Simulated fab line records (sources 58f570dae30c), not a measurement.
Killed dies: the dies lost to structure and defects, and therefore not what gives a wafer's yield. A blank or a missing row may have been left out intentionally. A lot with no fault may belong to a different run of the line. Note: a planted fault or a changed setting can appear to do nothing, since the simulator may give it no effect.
Which tool is to blame? :: flow berkeley_cmos170 :: 15 lots with 45 wafers sampled at 5 steps, on a route of 331 steps

== WHAT THE GAUGES SHOWED, per wafer ==
UCB170_START_THK_MEAS_03. Usual: START_OXIDE_THK 20.2 nm, standard deviation 0.38.
lot: L668
measured: day 1 22:20
on: film_metro-03
START_OXIDE_THK (nm): 31.6 30.8 31.5
flag: OFF

lot: L669
measured: day 1 17:22
on: film_metro-02
START_OXIDE_THK (nm): 20.1 19.9 20.3
flag: 

lot: L670
measured: day 2 02:08
on: film_metro-01
START_OXIDE_THK (nm): 20.1 20.0 20.2
flag: 

lot: L671
measured: day 2 06:47
on: film_metro-02
START_OXIDE_THK (nm): 20.3 20.5 20.1
flag: 

lot: L676
measured: day 3 15:08
on: film_metro-02
START_OXIDE_THK (nm): 31.0 31.5 31.0
flag: OFF

lot: L677
measured: day 3 15:08
on: film_metro-03
START_OXIDE_THK (nm): 31.9 32.3 31.9
flag: OFF

lot: L680
measured: day 4 03:22
on: film_metro-01
START_OXIDE_THK (nm): 20.1 20.2 19.9
flag: 

lot: L681
measured: day 4 08:22
on: film_metro-03
START_OXIDE_THK (nm): 20.0 20.4 20.2
flag: 

lot: L682
measured: day 4 13:46
on: film_metro-03
START_OXIDE_THK (nm): 19.9 19.9 19.7
flag: 

lot: L683
measured: day 4 22:15
on: film_metro-02
START_OXIDE_THK (nm): 20.1 20.4 20.5
flag: 

lot: L684
measured: day 4 22:16
on: film_metro-03
START_OXIDE_THK (nm): 20.8 20.5 20.7
flag: 

lot: L686
measured: day 5 09:41
on: film_metro-03
START_OXIDE_THK (nm): 20.2 20.5 20.7
flag: 

lot: L687
measured: day 5 13:46
on: film_metro-02
START_OXIDE_THK (nm): 20.2 19.6 19.6
flag: 

lot: L688
measured: day 5 20:17
on: film_metro-02
START_OXIDE_THK (nm): 20.8 20.9 20.8
flag: 

lot: L690
measured: day 6 04:49
on: film_metro-03
START_OXIDE_THK (nm): 20.1 20.0 20.1
flag: 

UCB170_NWELL_THK_MEAS_05. Usual: NWELL_NITRIDE_THK 224.6 nm, standard deviation 2.2.
lot: L668
measured: day 2 14:42
on: film_metro-04
NWELL_NITRIDE_THK (nm): 225.1 222.7 224.4
flag: 

lot: L669
measured: day 2 14:43
on: film_metro-03
NWELL_NITRIDE_THK (nm): 222.8 224.6 226.9
flag: 

lot: L670
measured: day 3 00:44
on: film_metro-01
NWELL_NITRIDE_THK (nm): 226.1 227.3 226.1
flag: 

lot: L671
measured: day 3 00:44
on: film_metro-04
NWELL_NITRIDE_THK (nm): 223.5 226.8 226.0
flag: 

lot: L676
measured: day 4 05:20
on: film_metro-01
NWELL_NITRIDE_THK (nm): 225.0 226.0 225.8
flag: 

lot: L677
measured: day 4 05:20
on: film_metro-03
NWELL_NITRIDE_THK (nm): 225.1 226.4 228.3
flag: 

lot: L680
measured: day 5 04:11
on: film_metro-04
NWELL_NITRIDE_THK (nm): 222.7 224.3 222.9
flag: 

lot: L681
measured: day 5 04:11
on: film_metro-03
NWELL_NITRIDE_THK (nm): 224.4 223.9 225.4
flag: 

lot: L682
measured: day 5 12:32
on: film_metro-04
NWELL_NITRIDE_THK (nm): 228.3 227.7 226.1
flag: 

lot: L683
measured: day 5 16:56
on: film_metro-01
NWELL_NITRIDE_THK (nm): 228.1 224.8 224.9
flag: 

lot: L684
measured: day 5 16:57
on: film_metro-04
NWELL_NITRIDE_THK (nm): 225.1 225.6 225.7
flag: 

lot: L686
measured: day 6 02:19
on: film_metro-01
NWELL_NITRIDE_THK (nm): 226.9 225.3 224.3
flag: 

lot: L687
measured: day 6 14:48
on: film_metro-03
NWELL_NITRIDE_THK (nm): 223.4 224.9 224.6
flag: 

lot: L688
measured: day 6 22:01
on: film_metro-04
NWELL_NITRIDE_THK (nm): 219.5 221.1 220.8
flag: 

lot: L690
measured: day 7 02:55
on: film_metro-01
NWELL_NITRIDE_THK (nm): 226.2 226.2 223.2
flag: 

UCB170_PSD_CD_MEAS_06: target cd 1200 nm. Usual: cd_nm at 1200.2 nm, with a standard deviation of 1.2.
lot: L668
measured: day 8 08:52
on: cd_sem-01
cd_nm (nm): 1200.2 1198.7 1199.6
flag: 

lot: L669
measured: day 8 09:10
on: cd_sem-02
cd_nm (nm): 1202.4 1202.8 1202.6
flag: 

lot: L670
measured: day 8 15:47
on: cd_sem-01
cd_nm (nm): 1199.2 1200.6 1199.2
flag: 

lot: L671
measured: day 8 16:02
on: cd_sem-02
cd_nm (nm): 1201.0 1202.0 1200.6
flag: 

lot: L676
measured: day 9 14:34
on: cd_sem-02
cd_nm (nm): 1201.1 1201.4 1200.6
flag: 

lot: L677
measured: day 9 15:29
on: cd_sem-01
cd_nm (nm): 1199.3 1198.6 1200.4
flag: 

lot: L680
measured: day 10 13:50
on: cd_sem-01
cd_nm (nm): 1202.4 1200.9 1200.7
flag: 

lot: L681
measured: day 10 14:14
on: cd_sem-01
cd_nm (nm): 1199.3 1199.5 1200.9
flag: 

lot: L682
measured: day 10 14:26
on: cd_sem-02
cd_nm (nm): 1197.9 1199.2 1199.0
flag: 

lot: L683
measured: day 11 00:46
on: cd_sem-02
cd_nm (nm): 1200.5 1202.2 1201.8
flag: 

lot: L684
measured: day 11 00:55
on: cd_sem-02
cd_nm (nm): 1199.8 1199.2 1199.1
flag: 

lot: L686
measured: day 11 01:02
on: cd_sem-02
cd_nm (nm): 1201.0 1201.1 1200.9
flag: 

lot: L687
measured: day 11 10:07
on: cd_sem-01
cd_nm (nm): 1200.5 1199.7 1201.4
flag: 

lot: L688
measured: day 12 09:04
on: cd_sem-02
cd_nm (nm): 1201.3 1201.0 1200.4
flag: 

lot: L690
measured: day 12 08:55
on: cd_sem-02
cd_nm (nm): 1200.8 1200.8 1200.5
flag: 

== EACH LOT AND THE TOOL THAT RAN IT (in order: tool; ch and the chambers of the sampled wafers; start) ==
lot: L668
UCB170_START_OXIDATION_02: furnace-02 ch 0, day 1 15:50
UCB170_NWELL_ETCH_13: rie_diel-03 ch 1,2,3, day 2 15:46

lot: L669
UCB170_START_OXIDATION_02: furnace-02 ch 0, day 1 15:50
UCB170_NWELL_ETCH_13: rie_diel-01 ch 0,3, day 2 16:14

lot: L670
UCB170_START_OXIDATION_02: furnace-01 ch 0, day 2 00:37
UCB170_NWELL_ETCH_13: rie_diel-01 ch 0,3, day 3 01:46

lot: L671
UCB170_START_OXIDATION_02: furnace-04 ch 0, day 2 05:17
UCB170_NWELL_ETCH_13: rie_diel-03 ch 0,3, day 3 02:02

lot: L676
UCB170_START_OXIDATION_02: furnace-02 ch 0, day 3 10:34
UCB170_NWELL_ETCH_13: rie_diel-04 ch 0,1,3, day 4 06:16

lot: L677
UCB170_START_OXIDATION_02: furnace-02 ch 0, day 3 10:34
UCB170_NWELL_ETCH_13: rie_diel-01 ch 1,2,3, day 4 06:31

lot: L680
UCB170_START_OXIDATION_02: furnace-02 ch 0, day 4 01:52
UCB170_NWELL_ETCH_13: rie_diel-01 ch 0,2,3, day 5 05:32

lot: L681
UCB170_START_OXIDATION_02: furnace-02 ch 0, day 4 06:52
UCB170_NWELL_ETCH_13: rie_diel-03 ch 0,1,3, day 5 05:17

lot: L682
UCB170_START_OXIDATION_02: furnace-01 ch 0, day 4 12:14
UCB170_NWELL_ETCH_13: rie_diel-04 ch 0,1, day 5 13:41

lot: L683
UCB170_START_OXIDATION_02: furnace-02 ch 0, day 4 20:45
UCB170_NWELL_ETCH_13: rie_diel-01 ch 0,1,2, day 5 18:16

lot: L684
UCB170_START_OXIDATION_02: furnace-02 ch 0, day 4 20:45
UCB170_NWELL_ETCH_13: rie_diel-03 ch 0,1,2, day 5 18:02

lot: L686
UCB170_START_OXIDATION_02: furnace-02 ch 0, day 5 08:11
UCB170_NWELL_ETCH_13: rie_diel-03 ch 0,1,3, day 6 03:37

lot: L687
UCB170_START_OXIDATION_02: furnace-04 ch 0, day 5 12:15
UCB170_NWELL_ETCH_13: rie_diel-03 ch 0,2,3, day 6 15:43

lot: L688
UCB170_START_OXIDATION_02: furnace-01 ch 0, day 5 18:47
UCB170_NWELL_ETCH_13: rie_diel-01 ch 1,2,3, day 6 23:53

lot: L690
UCB170_START_OXIDATION_02: furnace-02 ch 0, day 6 03:19
UCB170_NWELL_ETCH_13: rie_diel-01 ch 0,1, day 7 04:05
- UCB170_START_OXIDATION_02: target thk 20 nm, ox time 1800 s.
- UCB170_NWELL_ETCH_13: etches Si3N4 in CH3F/Ar/O2, stops on SiO2, target depth 246.4 nm, time 154 s.

== AS READ BY THE TOOLS THEMSELVES (means over the sampled wafers that have a number; for cases with no such wafer, the mark the record gives instead) ==
UCB170_START_OXIDATION_02. Usual: zone_power_source_pct at 31.7 %, with a standard deviation of 2.1.
lot: L668
tool: furnace-02
zone_power_source_pct (%): 33.2
flag: 

lot: L669
tool: furnace-02
zone_power_source_pct (%): 33.3
flag: 

lot: L670
tool: furnace-01
zone_power_source_pct (%): 29.2
flag: 

lot: L671
tool: furnace-04
zone_power_source_pct (%): 29.4
flag: 

lot: L676
tool: furnace-02
zone_power_source_pct (%): 33.5
flag: 

lot: L677
tool: furnace-02
zone_power_source_pct (%): 33.4
flag: 

lot: L680
tool: furnace-02
zone_power_source_pct (%): 33.1
flag: 

lot: L681
tool: furnace-02
zone_power_source_pct (%): 33.8
flag: 

lot: L682
tool: furnace-01
zone_power_source_pct (%): 29.1
flag: 

lot: L683
tool: furnace-02
zone_power_source_pct (%): 33.3
flag: 

lot: L684
tool: furnace-02
zone_power_source_pct (%): 33.3
flag: 

lot: L686
tool: furnace-02
zone_power_source_pct (%): 33.4
flag: 

lot: L687
tool: furnace-04
zone_power_source_pct (%): 29.3
flag: 

lot: L688
tool: furnace-01
zone_power_source_pct (%): 29.3
flag: 

lot: L690
tool: furnace-02
zone_power_source_pct (%): 33.5
flag: 

UCB170_NWELL_ETCH_13. Usual: drypump_motor_current_A 5.4 A, standard deviation 0.41; oes_product_au 0.945 a.u., standard deviation 0.013; throttle_valve_pct 8.06 %, standard deviation 0.13.
lot: L668
tool: rie_diel-03
drypump_motor_current_A (A): 5.5
oes_product_au (a.u.): 0.939
throttle_valve_pct (%): 8.18
flag: 

lot: L669
tool: rie_diel-01
drypump_motor_current_A (A): 5.8
oes_product_au (a.u.): 0.944
throttle_valve_pct (%): 8.04
flag: 

lot: L670
tool: rie_diel-01
drypump_motor_current_A (A): 5.8
oes_product_au (a.u.): 0.952
throttle_valve_pct (%): 8.03
flag: 

lot: L671
tool: rie_diel-03
drypump_motor_current_A (A): 5.2
oes_product_au (a.u.): 0.942
throttle_valve_pct (%): 8.14
flag: 

lot: L676
tool: rie_diel-04
drypump_motor_current_A (A): 5.7
oes_product_au (a.u.): 0.957
throttle_valve_pct (%): 8.01
flag: 

lot: L677
tool: rie_diel-01
drypump_motor_current_A (A): 5.4
oes_product_au (a.u.): 0.944
throttle_valve_pct (%): 8.01
flag: 

lot: L680
tool: rie_diel-01
drypump_motor_current_A (A): 5.5
oes_product_au (a.u.): 0.936
throttle_valve_pct (%): 8.00
flag: 

lot: L681
tool: rie_diel-03
drypump_motor_current_A (A): 5.1
oes_product_au (a.u.): 0.943
throttle_valve_pct (%): 8.18
flag: 

lot: L682
tool: rie_diel-04
drypump_motor_current_A (A): 5.5
oes_product_au (a.u.): 0.963
throttle_valve_pct (%): 8.11
flag: 

lot: L683
tool: rie_diel-01
drypump_motor_current_A (A): 5.1
oes_product_au (a.u.): 0.938
throttle_valve_pct (%): 7.98
flag: 

lot: L684
tool: rie_diel-03
drypump_motor_current_A (A): 5.4
oes_product_au (a.u.): 0.946
throttle_valve_pct (%): 8.25
flag: 

lot: L686
tool: rie_diel-03
drypump_motor_current_A (A): 5.1
oes_product_au (a.u.): 0.949
throttle_valve_pct (%): 8.18
flag: 

lot: L687
tool: rie_diel-03
drypump_motor_current_A (A): 5.5
oes_product_au (a.u.): 0.938
throttle_valve_pct (%): 8.21
flag: 

lot: L688
tool: rie_diel-01
drypump_motor_current_A (A): 5.4
oes_product_au (a.u.): 0.929
throttle_valve_pct (%): 8.01
flag: 

lot: L690
tool: rie_diel-01
drypump_motor_current_A (A): 5.0
oes_product_au (a.u.): 0.947
throttle_valve_pct (%): 7.97
flag: 

== THE ANSWER, worked out from the rows above alone ==
Rule: a lot is off if the mean of its wafers that have a number lies more than 3 standard deviations from the usual mean. Also off: a lot with no number at a reading for which 4 or more lots have one. The other lots that the step has rows for count as sound. After the gauges, taken in route order, come the tools' own readings; for these a lot's mean is taken, as printed above. At the first step where some lot is off, the reading lying furthest off is the one used; lots without a number count as furthest.
Off: L668, L676, L677, at UCB170_START_THK_MEAS_03 (START_OXIDE_THK).
If a tool, at a process step before that reading, ran all the lots that are off and no sound lot after the first of them, it fits. Those tools and the gauges at UCB170_START_THK_MEAS_03 are tried in the same way. Of those tried, none fits.

== WHAT THE SIMULATOR HAD PUT IN ==
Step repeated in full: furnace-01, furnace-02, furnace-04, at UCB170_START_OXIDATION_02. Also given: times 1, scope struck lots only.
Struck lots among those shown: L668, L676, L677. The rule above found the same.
